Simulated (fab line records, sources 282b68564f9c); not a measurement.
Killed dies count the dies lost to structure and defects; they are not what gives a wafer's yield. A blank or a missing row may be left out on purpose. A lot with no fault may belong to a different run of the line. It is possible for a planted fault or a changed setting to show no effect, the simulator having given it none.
fab line records	flow rit-cmos
record: lots: 5	wafers: 23
route steps=202 shown ACTIVE@2 NWELL@29 PWELL@47 NRETRO@61 PRETRO@65 GATE@84 NLDD@111
start-h: the number of hours between the record's first day and the start of the first shown wafer of the lot	wait-h: hours elapsed since this lot's preceding step	" repeats the value in the row above	L1.1+2: a row that stands for several wafers	- no value, or no start was given	* or withheld: withheld	< > ~ a bound
route shown NAME@n: a module of which the file shows steps, and the number in the route of the first	usual: average and standard deviation across the fault-free wafers	same: alike in all rows	chamber/n: place in a boat	sites: the reading at each site	_std_site: standard deviation of those values	_edge_site: mean of outer sites minus mean of inner sites	radius-mm: for every site, how far away it sits from the centre of the wafer	mask NAME#n: copy n	behind: tool/chamber where the wafer was last shaped	hold: why the lot was held/for how many hours/how that ended	device: the n, p or np transistor that did not switch	end of line: the same wafers' tests at the end of the route	for a step that has no rows: nothing shown but its recipe	killed: the dies lost at the first sort to structure and to defects; this is not the yield of the wafer	map: shows each die of a wafer: x if killed, . if not, _ if none is there
set.NAME: the run value of the setting; set.NAME@STEP: its run value at that earlier step	model.NAME: the simulator's own value behind a step, which no gauge read
lots where settings were altered on purpose, with a table for each step and a row for each wafer
== steps ==
step: RIT_ACTIVE_OXIDATION_01
recipe: temp-c: 1000	ambient: O2	target-thk-a: 468	ox-time-s: 3360
lot.wafer	tool	chamber	start-h	wait-h	set.ox-time-s	model.SiO2_of_ACTIVE_OXIDATION_01.thk-nm
L076.1	-	-	-	0.1	3205	45.66
L076.2	"	-	"	"	3205	45.32
L076.3	"	-	"	"	3205	45.64
L076.5	"	-	"	"	3205	45.28
L076.6	"	-	"	"	3205	44.98
L078.1	-	-	-	0.1	2961	42.85
L078.2	"	-	"	"	2961	41.95
L078.4	"	-	"	"	2961	41.74
L078.5	"	-	"	"	2961	42.58
L078.6	"	-	"	"	2961	42.32
L080.3	furnace-03	0	40.12	0.1	3360	47.7
L080.5	"	0	"	"	3360	47.84
L080.6	"	0	"	"	3360	47.31
L081.1	-	-	-	0.1	3578	48.82
L081.2	"	-	"	"	3578	49.79
L081.4	"	-	"	"	3578	49.14
L081.5	"	-	"	"	3578	48.31
L081.6	"	-	"	"	3578	48.86
L082.2	-	-	-	0.1	3773	50.59
L082.3	"	-	"	"	3773	50.51
L082.4	"	-	"	"	3773	50.18
L082.5	"	-	"	"	3773	51.27
L082.6	"	-	"	"	3773	50.72
step: RIT_ACTIVE_THK_MEAS_02
recipe: reads: SiO2_of_ACTIVE_OXIDATION_01
usual: ACTIVE_OXIDE_THK: 46.8/0.8
lot.wafer	tool	chamber	start-h	wait-h	set.ox-time-s@ACTIVE_OXIDATION_01	ACTIVE_OXIDE_THK[nm]
L076.1	film-metro-04	-	-	-	3205	45.7
L076.2	"	-	"	"	3205	45.3
L076.3	"	-	"	"	3205	45.6
L076.5	"	-	"	"	3205	45.2
L076.6	"	-	"	"	3205	45.0
L078.1	film-metro-01	-	-	-	2961	42.9
L078.2	"	-	"	"	2961	41.9
L078.4	"	-	"	"	2961	41.7
L078.5	"	-	"	"	2961	42.6
L078.6	"	-	"	"	2961	42.3
L080.3	film-metro-01	-	42.07	0.0	3360	47.7
L080.5	"	-	"	"	3360	47.8
L080.6	"	-	"	"	3360	47.3
L081.1	film-metro-03	-	-	-	3578	48.8
L081.2	"	-	"	"	3578	49.8
L081.4	"	-	"	"	3578	49.1
L081.5	"	-	"	"	3578	48.3
L081.6	"	-	"	"	3578	48.8
L082.2	film-metro-04	-	-	-	3773	50.6
L082.3	"	-	"	"	3773	50.5
L082.4	"	-	"	"	3773	50.2
L082.5	"	-	"	"	3773	51.3
L082.6	"	-	"	"	3773	50.7
step: RIT_ACTIVE_COAT_06
recipe: resist: NOVOLAK	spin-rpm: 3250	resist-thk-nm: 1000
lot.wafer	tool	chamber	start-h	wait-h	set.resist-thk-nm	model.NOVOLAK_of_ACTIVE_COAT_06.thk-nm
L076.1	litho-track-01	0	23.74	0.1	1000	997.7
L076.2	"	0	"	"	1000	999.1
L076.3	"	0	"	"	967.7	969.3
L076.5	"	0	"	"	1000	1001
L076.6	"	0	"	"	967.7	963.6
L078.1+5	litho-track-03	0	33.74	0.1	1000	1002
L078.2+4	"	0	"	"	1000	1003
L078.6	"	0	"	"	1000	1000
L080.3	litho-track-01	0	43.79	0.1	1000	996.7
L080.5	"	0	"	"	1000	996.9
L080.6	"	0	"	"	1000	994.5
L081.1	litho-track-01	0	48.74	0.1	945.4	948.9
L081.2	"	0	"	"	945.4	948.2
L081.4	"	0	"	"	1000	1003
L081.5	"	0	"	"	945.4	945.8
L081.6	"	0	"	"	1000	1004
L082.2	litho-track-01	0	53.77	0.1	1000	999.9
L082.3	"	0	"	"	980.2	980.4
L082.4	"	0	"	"	1000	998.8
L082.5	"	0	"	"	1000	1002
L082.6	"	0	"	"	980.2	982.5
step: RIT_ACTIVE_SOFTBAKE_07
recipe: resist: NOVOLAK	temp-c: 90	time-s: 60
step: RIT_ACTIVE_EXPOSE_08
recipe: mask-id: M1	na: 0.6	source-shape: conventional	sigma-outer: 0.6	target-cd-nm: 1400	dose-mj: 225
step: RIT_ACTIVE_PEB_09
recipe: resist: NOVOLAK	temp-c: withheld	time-s: withheld
step: RIT_ACTIVE_DEVELOP_10
recipe: resist: NOVOLAK	develop-time-s: 50	dev-temp-c: 23
step: RIT_ACTIVE_CD_MEAS_11
recipe: target-cd-nm: 1400
usual: cd-nm: 1400.7/1.5
lot.wafer	tool	chamber	start-h	wait-h	set.resist-thk-nm@ACTIVE_COAT_06	cd-nm
L076.1	cd-sem-01	-	24.44	-	1000	1400.6
L076.2	"	-	"	"	1000	1400.6
L076.3	"	-	"	"	967.7	1395.4
L076.5	"	-	"	"	1000	1400.6
L076.6	"	-	"	"	967.7	1398.9
L078.1	cd-sem-02	-	34.56	-	1000	1402.6
L078.2	"	-	"	"	1000	1402.3
L078.4	"	-	"	"	1000	1402.5
L078.5	"	-	"	"	1000	1401.5
L078.6	"	-	"	"	1000	1402.1
L080.3	cd-sem-01	-	44.48	-	1000	1401.7
L080.5	"	-	"	"	1000	1400.5
L080.6	"	-	"	"	1000	1400.6
L081.1	cd-sem-01	-	49.56	-	945.4	1396.8
L081.2	"	-	"	"	945.4	1397.4
L081.4	"	-	"	"	1000	1400.6
L081.5	"	-	"	"	945.4	1396.3
L081.6	"	-	"	"	1000	1403.5
L082.2	cd-sem-02	-	54.58	-	1000	1400.0
L082.3	"	-	"	"	980.2	1398.5
L082.4	"	-	"	"	1000	1399.4
L082.5	"	-	"	"	1000	1399.7
L082.6	"	-	"	"	980.2	1397.4
step: RIT_ACTIVE_HARDBAKE_12
recipe: resist: NOVOLAK	temp-c: 140	time-s: 60
lot.wafer	tool	chamber	start-h	wait-h	set.resist-thk-nm@ACTIVE_COAT_06	model.NOVOLAK_of_ACTIVE_COAT_06.thk-nm
L076.1	litho-track-03	0	24.56	0.1	1000	881.7
L076.2	"	0	"	"	1000	882.9
L076.3	"	0	"	"	967.7	856.9
L076.5	"	0	"	"	1000	884.2
L076.6	"	0	"	"	967.7	852
L078.1	litho-track-03	0	34.68	0.1	1000	885.8
L078.2	"	0	"	"	1000	886.7
L078.4	"	0	"	"	1000	886.6
L078.5	"	0	"	"	1000	885.6
L078.6	"	0	"	"	1000	883.9
L080.3	litho-track-03	0	44.61	0.1	1000	880.9
L080.5	"	0	"	"	1000	881
L080.6	"	0	"	"	1000	878.9
L081.1	litho-track-03	0	49.68	0.1	945.4	839.1
L081.2	"	0	"	"	945.4	838.5
L081.4	"	0	"	"	1000	886.1
L081.5	"	0	"	"	945.4	836.4
L081.6	"	0	"	"	1000	887.4
L082.2	litho-track-03	0	54.71	0.1	1000	883.7
L082.3	"	0	"	"	980.2	866.7
L082.4	"	0	"	"	1000	882.8
L082.5	"	0	"	"	1000	885.6
L082.6	"	0	"	"	980.2	868.4
step: RIT_ACTIVE_ETCH_13
recipe: stop-on: SiO2	chemistry: SF6	target: Si3N4	time-s: 210	over-etch-frac: 0.4	SF6_flow_sccm: 200	pressure-mtorr: 260	rf-w: 125	target-depth-a: 2100
lot.wafer	tool	chamber	start-h	wait-h	set.over-etch-frac
L076.1+2+3	rie-diel-04	1,0,3	24.71	0.1	0.4
L076.5+6	"	0,1	"	"	0.3541
L078.1+5+6	rie-diel-04	0,0,3	34.83	0.1	0.4944
L078.2+4	"	3,1	"	"	0.4
L080.3+5+6	rie-diel-02	2,2,0	44.71	0.1	0.4
L081.1+6	rie-diel-02	2	49.83	0.1	0.5068
L081.2+4+5	"	3,2,3	"	"	0.4
L082.2+5+6	rie-diel-04	1,1,2	54.83	0.1	0.4
L082.3+4	"	0,2	"	"	0.4342
step: RIT_ACTIVE_STRIP_14
recipe: chemistry: O2	time-s: 180	resist: NOVOLAK	platen-temp-c: withheld	power-w: 500	pressure-mtorr: 4000	o2-flow-sccm: 4000
step: RIT_ACTIVE_CD_MEAS_90
recipe: target-cd-nm: 1400
usual: cd-nm: 1400.7/1.5
lot.wafer	tool	chamber	start-h	wait-h	set.resist-thk-nm@ACTIVE_COAT_06	cd-nm
L076.1	cd-sem-01	-	25.02	0.1	1000	1401.3
L076.2	"	-	"	"	1000	1400.2
L076.3	"	-	"	"	967.7	1395.7
L076.5	"	-	"	"	1000	1400.5
L076.6	"	-	"	"	967.7	1399.0
L078.1	cd-sem-02	-	35.14	0.1	1000	1402.7
L078.2	"	-	"	"	1000	1402.6
L078.4	"	-	"	"	1000	1402.4
L078.5	"	-	"	"	1000	1401.3
L078.6	"	-	"	"	1000	1401.7
L080.3	cd-sem-02	-	45.06	0.1	1000	1401.9
L080.5	"	-	"	"	1000	1401.0
L080.6	"	-	"	"	1000	1399.8
L081.1	cd-sem-01	-	50.21	0.1	945.4	1396.9
L081.2	"	-	"	"	945.4	1397.4
L081.4	"	-	"	"	1000	1400.8
L081.5	"	-	"	"	945.4	1395.9
L081.6	"	-	"	"	1000	1403.6
L082.2	cd-sem-01	-	55.16	0.1	1000	1400.3
L082.3	"	-	"	"	980.2	1398.6
L082.4	"	-	"	"	1000	1398.9
L082.5	"	-	"	"	1000	1400.1
L082.6	"	-	"	"	980.2	1397.0
step: RIT_NWELL_COAT_01
recipe: resist: NOVOLAK	spin-rpm: 2000	resist-thk-nm: 1300
lot.wafer	tool	chamber	start-h	wait-h	set.resist-thk-nm	model.NOVOLAK_of_NWELL_COAT_01.thk-nm
L076.1	litho-track-04	0	31.19	0.1	1300	1304
L076.2+3	"	0	"	"	1377	1388
L076.5	"	0	"	"	1300	1308
L076.6	"	0	"	"	1377	1387
L078.1+2+6	litho-track-04	0	39.62	0.1	1300	1303
L078.4	"	0	"	"	1300	1307
L078.5	"	0	"	"	1300	1304
L080.3	litho-track-04	0	49.64	0.1	1300	1308
L080.5+6	"	0	"	"	1300	1306
L081.1+5	litho-track-01	0	55.79	0.1	1300	1300
L081.2	"	0	"	"	1300	1304
L081.4	"	0	"	"	1300	1305
L081.6	"	0	"	"	1300	1303
L082.2+4	litho-track-02	0	60.10	0.1	1274	1275
L082.3	"	0	"	"	1274	1273
L082.5	"	0	"	"	1300	1298
L082.6	"	0	"	"	1300	1300
step: RIT_NWELL_SOFTBAKE_02
recipe: resist: NOVOLAK	temp-c: 90	time-s: 60
step: RIT_NWELL_EXPOSE_03
recipe: mask-id: M2	na: 0.57	target-cd-nm: 43900	dose-mj: 250
step: RIT_NWELL_DEVELOP_05
recipe: resist: NOVOLAK	develop-time-s: 68	dev-temp-c: 23
step: RIT_NWELL_HARDBAKE_07
recipe: resist: NOVOLAK	temp-c: 140	time-s: 120
lot.wafer	tool	chamber	start-h	wait-h	set.resist-thk-nm@NWELL_COAT_01	model.NOVOLAK_of_NWELL_COAT_01.thk-nm
L076.1	litho-track-04	0	32.04	0.1	1300	1141
L076.2	"	0	"	"	1377	1213
L076.3+6	"	0	"	"	1377	1212
L076.5	"	0	"	"	1300	1144
L078.1+2+6	litho-track-02	0	40.51	0.0	1300	1140
L078.4	"	0	"	"	1300	1143
L078.5	"	0	"	"	1300	1141
L080.3	litho-track-02	0	50.56	0.1	1300	1144
L080.5+6	"	0	"	"	1300	1142
L081.1+5	litho-track-02	0	56.69	0.0	1300	1137
L081.2+4	"	0	"	"	1300	1141
L081.6	"	0	"	"	1300	1140
L082.2+4	litho-track-02	0	60.89	0.1	1274	1115
L082.3	"	0	"	"	1274	1113
L082.5	"	0	"	"	1300	1135
L082.6	"	0	"	"	1300	1137
step: RIT_PWELL_IMPLANT_08
recipe: species: B	energy-kev: 170	dose-cm2: 7e+13	tilt-deg: 7
lot.wafer	tool	chamber	start-h	wait-h	set.energy-kev	model.implant.rp-nm	model.implant.drp-nm
L076.1+2+3+5+6	implanter-03	0	33.97	0.2	170	487	102.9
L078.1+2	implanter-01	0	42.44	0.2	160.5	464.4	100.7
L078.4+5+6	"	0	"	"	170	484.8	102.9
L080.3+5+6	implanter-03	0	52.33	0.2	170	494.7	102.9
L081.1+5	implanter-01	0	58.61	0.2	175.9	511.1	103.8
L081.2+4+6	"	0	"	"	170	497.8	102.9
L082.2+3+4+5+6	implanter-02	0	62.80	0.2	170	485.2	102.9
step: RIT_NRETRO_IMPLANT_08
recipe: species: P	energy-kev: 70	dose-cm2: 1e+13	tilt-deg: 7
lot.wafer	tool	chamber	start-h	wait-h	set.energy-kev	model.implant.rp-nm	model.implant.drp-nm
L076.1+2+3+5+6	implanter-01	0	41.01	0.2	70	83.73	33.94
L078.1+2+4+5+6	implanter-01	0	49.44	0.2	70	84.5	33.94
L080.3+5+6	implanter-01	0	59.20	0.2	70	81.96	33.94
L081.1+2	implanter-01	0	65.61	0.2	70	86.17	33.94
L081.4+5+6	"	0	"	"	71.7	88.32	34.63
L082.2+4	implanter-02	0	70.54	0.2	70	84.84	33.94
L082.3+5+6	"	0	"	"	73.64	89.38	35.41
step: RIT_PRETRO_COAT_01
recipe: resist: NOVOLAK	spin-rpm: 2000	resist-thk-nm: 1300
lot.wafer	tool	chamber	start-h	wait-h	set.resist-thk-nm	model.NOVOLAK_of_PRETRO_COAT_01.thk-nm
L076.1	litho-track-01	0	41.55	0.1	1300	1302
L076.2	"	0	"	"	1240	1241
L076.3	"	0	"	"	1300	1301
L076.5	"	0	"	"	1240	1242
L076.6	"	0	"	"	1300	1306
L078.1	litho-track-03	0	49.98	0.1	1224	1233
L078.2	"	0	"	"	1224	1225
L078.4	"	0	"	"	1300	1308
L078.5	"	0	"	"	1224	1228
L078.6	"	0	"	"	1300	1300
L080.3	litho-track-04	0	59.74	0.1	1300	1294
L080.5	"	0	"	"	1300	1299
L080.6	"	0	"	"	1300	1300
L081.1	litho-track-04	0	66.21	0.1	1300	1308
L081.2+4	"	0	"	"	1300	1306
L081.5	"	0	"	"	1300	1305
L081.6	"	0	"	"	1300	1304
L082.2+3	litho-track-03	0	71.08	0.1	1300	1303
L082.4	"	0	"	"	1347	1349
L082.5	"	0	"	"	1300	1302
L082.6	"	0	"	"	1347	1352
step: RIT_PRETRO_SOFTBAKE_02
recipe: resist: NOVOLAK	temp-c: 90	time-s: 60
step: RIT_PRETRO_EXPOSE_03
recipe: mask-id: M5	na: 0.57	target-cd-nm: 43700	dose-mj: 250
step: RIT_PRETRO_DEVELOP_05
recipe: resist: NOVOLAK	develop-time-s: 68	dev-temp-c: 23
step: RIT_PRETRO_HARDBAKE_07
recipe: resist: NOVOLAK	temp-c: 140	time-s: 120
lot.wafer	tool	chamber	start-h	wait-h	set.resist-thk-nm@PRETRO_COAT_01	model.NOVOLAK_of_PRETRO_COAT_01.thk-nm
L076.1	litho-track-04	0	42.46	0.0	1300	1139
L076.2	"	0	"	"	1240	1086
L076.3	"	0	"	"	1300	1137
L076.5	"	0	"	"	1240	1087
L076.6	"	0	"	"	1300	1142
L078.1	litho-track-04	0	50.88	0.0	1224	1079
L078.2	"	0	"	"	1224	1072
L078.4	"	0	"	"	1300	1144
L078.5	"	0	"	"	1224	1075
L078.6	"	0	"	"	1300	1137
L080.3	litho-track-03	0	60.57	0.1	1300	1132
L080.5+6	"	0	"	"	1300	1136
L081.1	litho-track-01	0	67.12	0.0	1300	1144
L081.2+4+5	"	0	"	"	1300	1142
L081.6	"	0	"	"	1300	1141
L082.2+3	litho-track-04	0	71.96	0.1	1300	1140
L082.4	"	0	"	"	1347	1179
L082.5	"	0	"	"	1300	1138
L082.6	"	0	"	"	1347	1182
step: RIT_PRETRO_IMPLANT_08
recipe: species: B	energy-kev: 45	dose-cm2: 1.2e+13	tilt-deg: 7
lot.wafer	tool	chamber	start-h	wait-h	set.dose-cm2
L076.1+3+5	implanter-04	0	42.71	0.2	1.157e+13
L076.2+6	"	0	"	"	1.2e+13
L078.1+4+5	implanter-04	0	51.13	0.2	1.155e+13
L078.2+6	"	0	"	"	1.2e+13
L080.3+5+6	implanter-04	0	60.79	0.2	1.2e+13
L081.1+2+4+5+6	implanter-03	0	67.37	0.2	1.2e+13
L082.2+4+5	implanter-04	0	72.19	0.2	1.13e+13
L082.3+6	"	0	"	"	1.2e+13
step: RIT_PRETRO_STRIP_09
recipe: chemistry: O2	time-s: 180	resist: NOVOLAK	platen-temp-c: withheld	power-w: 500	pressure-mtorr: 4000	o2-flow-sccm: 4000
step: RIT_PRETRO_TW_MEAS_10
usual: PRETRO_TW: 479/4.2
lot.wafer	tool	chamber	start-h	wait-h	set.dose-cm2@PRETRO_IMPLANT_08	PRETRO_TW
L076.1	film-metro-03	-	43.04	0.1	1.157e+13	468
L076.2	"	-	"	"	1.2e+13	475
L076.3	"	-	"	"	1.157e+13	467
L076.5	"	-	"	"	1.157e+13	468
L076.6	"	-	"	"	1.2e+13	476
L078.1	film-metro-02	-	51.45	0.1	1.155e+13	477
L078.2	"	-	"	"	1.2e+13	480
L078.4	"	-	"	"	1.155e+13	479
L078.5	"	-	"	"	1.155e+13	478
L078.6	"	-	"	"	1.2e+13	483
L080.3	film-metro-02	-	61.08	0.1	1.2e+13	483
L080.5	"	-	"	"	1.2e+13	485
L080.6	"	-	"	"	1.2e+13	480
L081.1	film-metro-02	-	67.70	0.1	1.2e+13	481
L081.2	"	-	"	"	1.2e+13	481
L081.4	"	-	"	"	1.2e+13	479
L081.5	"	-	"	"	1.2e+13	482
L081.6	"	-	"	"	1.2e+13	483
L082.2	film-metro-03	-	72.50	0.1	1.13e+13	466
L082.3	"	-	"	"	1.2e+13	476
L082.4	"	-	"	"	1.13e+13	465
L082.5	"	-	"	"	1.13e+13	464
L082.6	"	-	"	"	1.2e+13	476
step: RIT_GATE_CVD_08
recipe: material: poly-Si	target-thk-nm: 250	temp-c: 610	precursor: SiH4	time-s: 2220	pressure-mtorr: 300	sih4-flow-sccm: 100
lot.wafer	tool	chamber	start-h	wait-h	set.time-s	model.poly-Si_of_GATE_CVD_08.thk-nm
L076.1	-	-	-	0.1	1900	216.6
L076.2+5	"	-	"	"	1900	215.5
L076.3	"	-	"	"	1900	214.7
L076.6	"	-	"	"	1900	214.9
L078.1	-	-	-	0.1	2326	260.1
L078.2	"	-	"	"	2326	259.1
L078.4	"	-	"	"	2326	263
L078.5	"	-	"	"	2326	261
L078.6	"	-	"	"	2326	262.2
L080.3	lpcvd-01	0	64.72	0.4	2220	243.4
L080.5	"	0	"	"	2220	243.7
L080.6	"	0	"	"	2220	244
L081.1+4	-	-	-	0.1	2383	271.1
L081.2	"	-	"	"	2383	270.1
L081.5	"	-	"	"	2383	269
L081.6	"	-	"	"	2383	268.2
L082.2	-	-	-	0.0	2220	244.8
L082.3	"	-	"	"	2220	249.2
L082.4	"	-	"	"	2220	247.8
L082.5	"	-	"	"	2220	244.5
L082.6	"	-	"	"	2220	248.5
step: RIT_GATE_THK_MEAS_09
recipe: reads: poly-Si_of_GATE_CVD_08
usual: GATE_POLY_THK: 250/3.4
lot.wafer	tool	chamber	start-h	wait-h	set.time-s@GATE_CVD_08	GATE_POLY_THK[nm]
L076.1	film-metro-02	-	-	-	1900	217
L076.2	"	-	"	"	1900	216
L076.3	"	-	"	"	1900	215
L076.5	"	-	"	"	1900	215
L076.6	"	-	"	"	1900	215
L078.1	film-metro-02	-	-	-	2326	260
L078.2	"	-	"	"	2326	259
L078.4	"	-	"	"	2326	263
L078.5	"	-	"	"	2326	261
L078.6	"	-	"	"	2326	262
L080.3	film-metro-02	-	66.35	0.0	2220	243
L080.5	"	-	"	"	2220	244
L080.6	"	-	"	"	2220	244
L081.1	film-metro-03	-	-	-	2383	271
L081.2	"	-	"	"	2383	270
L081.4	"	-	"	"	2383	271
L081.5	"	-	"	"	2383	269
L081.6	"	-	"	"	2383	268
L082.2	film-metro-03	-	-	-	2220	245
L082.3	"	-	"	"	2220	249
L082.4	"	-	"	"	2220	248
L082.5	"	-	"	"	2220	245
L082.6	"	-	"	"	2220	249
step: RIT_GATE_ETCH_19
recipe: chemistry: SF6/CHF3/O2	time-s: 165	SF6_flow_sccm: 30	CHF3_flow_sccm: 30	O2_flow_sccm: 5	target: poly-Si	pressure-mtorr: 40	rf-w: 160	target-depth-a: 3125	over-etch-frac: 0.25	stop-on: SiO2
usual: oes-product-au: 0.846/0.018
lot.wafer	tool	chamber	start-h	wait-h	set.rf-w	set.time-s@GATE_CVD_08	oes-product-au	model.etch.depth-nm	model.GATE.feature-depth-nm
L076.1	rie-si-02	2	48.56	0.1	160	1900	0.748	216.6	216.6
L076.2	"	1	"	"	141.3	1900	0.774	215.5	215.5
L076.3	"	3	"	"	160	1900	0.763	214.7	214.7
L076.5	"	2	"	"	141.3	1900	0.738	215.5	215.5
L076.6	"	3	"	"	141.3	1900	0.761	214.9	214.9
L078.1	rie-si-02	3	56.21	0.1	160	2326	0.873	260.1	260.1
L078.2	"	1	"	"	155.2	2326	0.888	259.1	259.1
L078.4	"	0	"	"	155.2	2326	0.860	263	263
L078.5	"	3	"	"	160	2326	0.867	261	261
L078.6	"	0	"	"	160	2326	0.853	262.2	262.2
L080.3	rie-si-02	1	67.79	0.1	160	2220	0.853	243.4	243.4
L080.5	"	1	"	"	160	2220	0.850	243.7	243.7
L080.6	"	0	"	"	160	2220	0.811	244	244
L081.1	rie-si-01	3	72.55	0.1	160	2383	0.898	271.1	271.1
L081.2	"	0	"	"	173.5	2383	0.879	270.1	270.1
L081.4	"	1	"	"	160	2383	0.924	271.1	271.1
L081.5	"	3	"	"	173.5	2383	0.896	269	269
L081.6	"	0	"	"	173.5	2383	0.879	268.2	268.2
L082.2	rie-si-02	1	77.37	0.1	169.5	2220	0.856	244.8	244.8
L082.3	"	2	"	"	160	2220	0.824	249.2	249.2
L082.4	"	3	"	"	160	2220	0.841	247.8	247.8
L082.5	"	1	"	"	169.5	2220	0.853	244.5	244.5
L082.6	"	0	"	"	160	2220	0.818	248.5	248.5
step: RIT_NLDD_IMPLANT_08
recipe: species: P	energy-kev: 20	dose-cm2: 5e+14	tilt-deg: 7
lot.wafer	tool	chamber	start-h	wait-h	set.energy-kev	model.implant.rp-nm	model.implant.drp-nm
L076.1+2	implanter-02	0	52.98	0.1	20.77	28.76	13.27
L076.3+5+6	"	0	"	"	20	28.04	12.97
L078.1+2	implanter-03	0	61.15	0.1	19.65	28.08	12.83
L078.4+5+6	"	0	"	"	20	28.42	12.97
L080.3+5+6	implanter-02	0	72.56	0.1	20	27.13	12.97
L081.1+6	implanter-02	0	76.98	0.1	20	27.45	12.97
L081.2+4+5	"	0	"	"	18.92	26.44	12.54
L082.2+3+4	implanter-02	0	81.94	0.1	19.09	26.42	12.61
L082.5+6	"	0	"	"	20	27.26	12.97
== key ==
split: step: RIT_ACTIVE_OXIDATION_01	setting: ox-time-s	stated: 3360	by: lot
response: step: RIT_ACTIVE_OXIDATION_01	reading: model.SiO2_of_ACTIVE_OXIDATION_01.thk-nm	change: +0.343	per: 1%	r: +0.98
response: step: RIT_ACTIVE_THK_MEAS_02	reading: ACTIVE_OXIDE_THK	change: +0.343	per: 1%	r: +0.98
split: step: RIT_ACTIVE_COAT_06	setting: resist-thk-nm	stated: 1000	by: wafer
response: step: RIT_ACTIVE_COAT_06	reading: model.NOVOLAK_of_ACTIVE_COAT_06.thk-nm	change: +10.1	per: 1%	r: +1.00
response: step: RIT_ACTIVE_CD_MEAS_11	reading: cd-nm	change: +0.98	per: 1%	r: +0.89
response: step: RIT_ACTIVE_HARDBAKE_12	reading: model.NOVOLAK_of_ACTIVE_COAT_06.thk-nm	change: +8.85	per: 1%	r: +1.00
response: step: RIT_ACTIVE_CD_MEAS_90	reading: cd-nm	change: +1	per: 1%	r: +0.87
split: step: RIT_ACTIVE_ETCH_13	setting: over-etch-frac	stated: 0.4	by: wafer
response none clear
split: step: RIT_NWELL_COAT_01	setting: resist-thk-nm	stated: 1300	by: wafer
response: step: RIT_NWELL_COAT_01	reading: model.NOVOLAK_of_NWELL_COAT_01.thk-nm	change: +13.6	per: 1%	r: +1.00
response: step: RIT_NWELL_HARDBAKE_07	reading: model.NOVOLAK_of_NWELL_COAT_01.thk-nm	change: +11.7	per: 1%	r: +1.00
split: step: RIT_PWELL_IMPLANT_08	setting: energy-kev	stated: 170	by: wafer
response: step: RIT_PWELL_IMPLANT_08	reading: model.implant.rp-nm	change: +3.7	per: 1%	r: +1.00
response: step: RIT_PWELL_IMPLANT_08	reading: model.implant.drp-nm	change: +0.352	per: 1%	r: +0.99
split: step: RIT_NRETRO_IMPLANT_08	setting: energy-kev	stated: 70	by: wafer
response: step: RIT_NRETRO_IMPLANT_08	reading: model.implant.rp-nm	change: +0.875	per: 1%	r: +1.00
response: step: RIT_NRETRO_IMPLANT_08	reading: model.implant.drp-nm	change: +0.284	per: 1%	r: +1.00
split: step: RIT_PRETRO_COAT_01	setting: resist-thk-nm	stated: 1300	by: wafer
response: step: RIT_PRETRO_COAT_01	reading: model.NOVOLAK_of_PRETRO_COAT_01.thk-nm	change: +13	per: 1%	r: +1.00
response: step: RIT_PRETRO_HARDBAKE_07	reading: model.NOVOLAK_of_PRETRO_COAT_01.thk-nm	change: +11.2	per: 1%	r: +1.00
split: step: RIT_PRETRO_IMPLANT_08	setting: dose-cm2	stated: 1.2e+13	by: wafer
response: step: RIT_PRETRO_TW_MEAS_10	reading: PRETRO_TW	change: +1.69	per: 1%	r: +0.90
split: step: RIT_GATE_CVD_08	setting: time-s	stated: 2220	by: lot
response: step: RIT_GATE_CVD_08	reading: model.poly-Si_of_GATE_CVD_08.thk-nm	change: +2.44	per: 1%	r: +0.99
response: step: RIT_GATE_THK_MEAS_09	reading: GATE_POLY_THK	change: +2.44	per: 1%	r: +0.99
response: step: RIT_GATE_ETCH_19	reading: oes-product-au	change: +0.00614	per: 1%	r: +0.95
response: step: RIT_GATE_ETCH_19	reading: model.etch.depth-nm	change: +2.44	per: 1%	r: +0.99
response: step: RIT_GATE_ETCH_19	reading: model.GATE.feature-depth-nm	change: +2.44	per: 1%	r: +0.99
split: step: RIT_GATE_ETCH_19	setting: rf-w	stated: 160	by: wafer
response none clear
split: step: RIT_NLDD_IMPLANT_08	setting: energy-kev	stated: 20	by: wafer
response: step: RIT_NLDD_IMPLANT_08	reading: model.implant.rp-nm	change: +0.187	per: 1%	r: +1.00
response: step: RIT_NLDD_IMPLANT_08	reading: model.implant.drp-nm	change: +0.0787	per: 1%	r: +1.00
